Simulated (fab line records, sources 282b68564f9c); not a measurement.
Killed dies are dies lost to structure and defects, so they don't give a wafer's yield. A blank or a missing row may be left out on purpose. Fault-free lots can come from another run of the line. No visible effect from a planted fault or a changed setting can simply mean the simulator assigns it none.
Struck lot and sound lot, side by side / flow rit_cmos / 23 out of 202 route steps
Sound: the wafers L778.1, L778.2, L778.3. Wafers L780.1, L780.5, L780.6 were the ones struck. The cause is named last.
Per side, at each step with rows, come the tool, then ch with its chambers, and then its first start. Under that, the readings that differ: sound wafers / struck wafers / difference of the means / sigmas: that difference in standard deviations of wafers without a fault.
alike: readings whose means differ by less than 2 such deviations, and words and numbers that are the same on both sides. not compared: withheld readings, readings that some wafer has no value for, bounds like >300 that may hide the same value, and numbers for which the record gives no deviation and whose values overlap.
The two part at a step that has a row with sigmas, a row that says differs or no value, or rows on one side only. When numbers do not overlap yet have no deviation, they are printed without sigmas and do not part them. A reading that every wafer of one side lacks parts them only if that side has two wafers or more.

RIT_SDANNEAL_RS_MEAS_06: measurement is done with a four-point probe.
  sound on film_metro-01 at day 3 04:05; struck on film_metro-02 at day 3 12:34
  alike: PLDD_RS
RIT_SDANNEAL_RS_MEAS_07: measurement is done with a four-point probe.
  sound on film_metro-01 at day 3 04:12; struck on film_metro-02 at day 3 12:41
  alike: NLDD_RS
then, 1 step without rows for these wafers: RIT_SILICIDE_WET_ETCH_00 (etches SiO2 in BOE, target depth 14 nm, time 15 s).
RIT_SILICIDE_SPUTTER_01: material Ti, target thk 30 nm, time 240 s.
  sound on pvd_sputter-04 at day 3 04:20; struck on pvd_sputter-01 at day 3 12:49
  alike: throttle_valve_pct
RIT_SILICIDE_RS_MEAS_02: measurement is done with a four-point probe.
  sound on film_metro-01 at day 3 04:29; struck on film_metro-01 at day 3 12:58
  alike: SILICIDE_TI_RS
RIT_SILICIDE_THK_MEAS_03: measures by xrf.
  sound on film_metro-01 at day 3 04:36; struck on film_metro-01 at day 3 13:05
  alike: SILICIDE_TI_THK
RIT_SILICIDE_RTA_04: time 10 s, ramp up 5 s, ramp down 5 s.
  sound on rtp_anneal-02 ch 0, day 3 04:40; struck on rtp_anneal-02 ch 0, day 3 13:08
  alike: wafer_temp_C_max
then, 1 step without rows for these wafers: RIT_SILICIDE_WET_ETCH_05 (etches Ti in SPM, time 120 s).
RIT_SILICIDE_RTA_06: time 10 s, ramp up 5 s, ramp down 10 s.
  sound on rtp_anneal-01 ch 0, day 3 04:46; struck on rtp_anneal-01 ch 0, day 3 13:15
  alike: wafer_temp_C_max
RIT_CONTACT_CVD_00: deposits SiO2 from TEOS, target thk 400 nm, time 61 s.
  sound on pecvd-02 ch 0,1,2, day 3 04:50; struck on pecvd-04 ch 0,1,2, day 3 13:19
  alike: heater_power_w
RIT_CONTACT_THK_MEAS_01:
  sound on film_metro-03 at day 3 04:53; struck on film_metro-04 at day 3 13:22
  alike: CONTACT_TEOS_THK
then, 1 step without rows for these wafers: RIT_CONTACT_HMDS_02 (prime time 60 s).
RIT_CONTACT_COAT_03: resist thk 1000 nm.
  sound on litho_track-03 ch 0, day 3 05:06; struck on litho_track-03 ch 0, day 3 13:35
reading=model.NOVOLAK_of_CONTACT_COAT_03.thk_nm (nm); sound=1003 1003 1003; struck=199.5 200 199.4; difference=-803.4; sigmas=
  alike: chill_plate_temp_C
then, 4 steps without rows for these wafers: RIT_CONTACT_SOFTBAKE_04 (time 60 s); RIT_CONTACT_EXPOSE_05 (exposes mask M11, target cd 1000 nm); RIT_CONTACT_PEB_06; RIT_CONTACT_DEVELOP_07 (develop time 120 s).
RIT_CONTACT_CD_MEAS_08: the cd target is 1000 nm.
  sound on cd_sem-01 at day 3 06:05; struck on cd_sem-01 at day 3 14:31
reading=cd_nm (nm); sound=997.7 998.7 997.1; struck=1151.1 1148.5 1150.7; difference=+152.3; sigmas=+56
RIT_CONTACT_OVL_MEAS_09:
  sound on overlay-01 at day 3 06:13; struck on overlay-01 at day 3 14:38
  alike: CONTACT_OVL
then, 1 step without rows for these wafers: RIT_CONTACT_HARDBAKE_10 (time 60 s).
RIT_CONTACT_ETCH_11: etches SiO2 in CHF3/CF4/Ar, stops on TiSi2, target depth 480 nm, time 320 s.
  sound on rie_diel-02 ch 0,2,3, day 3 06:24; struck on rie_diel-01 ch 0,1,3, day 3 14:50
reading=model.NOVOLAK_of_CONTACT_COAT_03.thk_nm (nm); sound=770.2 771.6 769.5; struck=62.02 67.42 59.35; difference=-707.50; sigmas=
reading=model.CONTACT.cd_nm (nm); sound=997.4 998.9 997.6; struck=1152 1148 1151; difference=+152; sigmas=
  alike: O2_flow_sccm, drypump_motor_current_A, oes_product_au, throttle_valve_pct
  not compared: rf_hours_counter_h
RIT_CONTACT_STRIP_12: strips in O2, time 180 s.
  sound on plasma_asher-02 ch 0,1, day 3 06:36; struck on plasma_asher-01 ch 0,1, day 3 15:01
reading=drypump_motor_current_A (A); sound=6.1 6.0 6.2; struck=5.0 5.0 5.5; difference=-0.9; sigmas=-2
  not compared: rf_hours_counter_h
RIT_M1_PROBE_99:
  sound on prober-02 at day 3 11:34; struck on prober-02 at day 3 19:41
reading=model.etest.contact_to_gate.bv_left_v (V); sound=91.01 91.89 91.26; struck=52.59 51.59 56.54; difference=-37.81; sigmas=
reading=model.etest.contact_to_gate.bv_right_v (V); sound=90.27 90.99 90.06; struck=53.81 53.23 53.72; difference=-36.85; sigmas=
reading=model.etest.contact_nplus.rc_ohm; sound=1.429 1.403 1.453; struck=1.289 1.351 1.335; difference=-0.103; sigmas=
reading=model.etest.contact_pplus.rc_ohm; sound=1.428 1.374 1.377; struck=1.322 1.309 1.279; difference=-0.090; sigmas=
reading=model.etest.contact_ppoly.rc_ohm; sound=1.408 1.417 1.437; struck=1.276 1.277 1.322; difference=-0.129; sigmas=
reading=model.etest.contact_npoly.rc_ohm; sound=1.403 1.42 1.396; struck=1.265 1.323 1.297; difference=-0.111; sigmas=

## WHERE THEY PART
First at RIT_CONTACT_CD_MEAS_08; last, within this record, at RIT_CONTACT_STRIP_12.

WHY: what had been put in by the simulator
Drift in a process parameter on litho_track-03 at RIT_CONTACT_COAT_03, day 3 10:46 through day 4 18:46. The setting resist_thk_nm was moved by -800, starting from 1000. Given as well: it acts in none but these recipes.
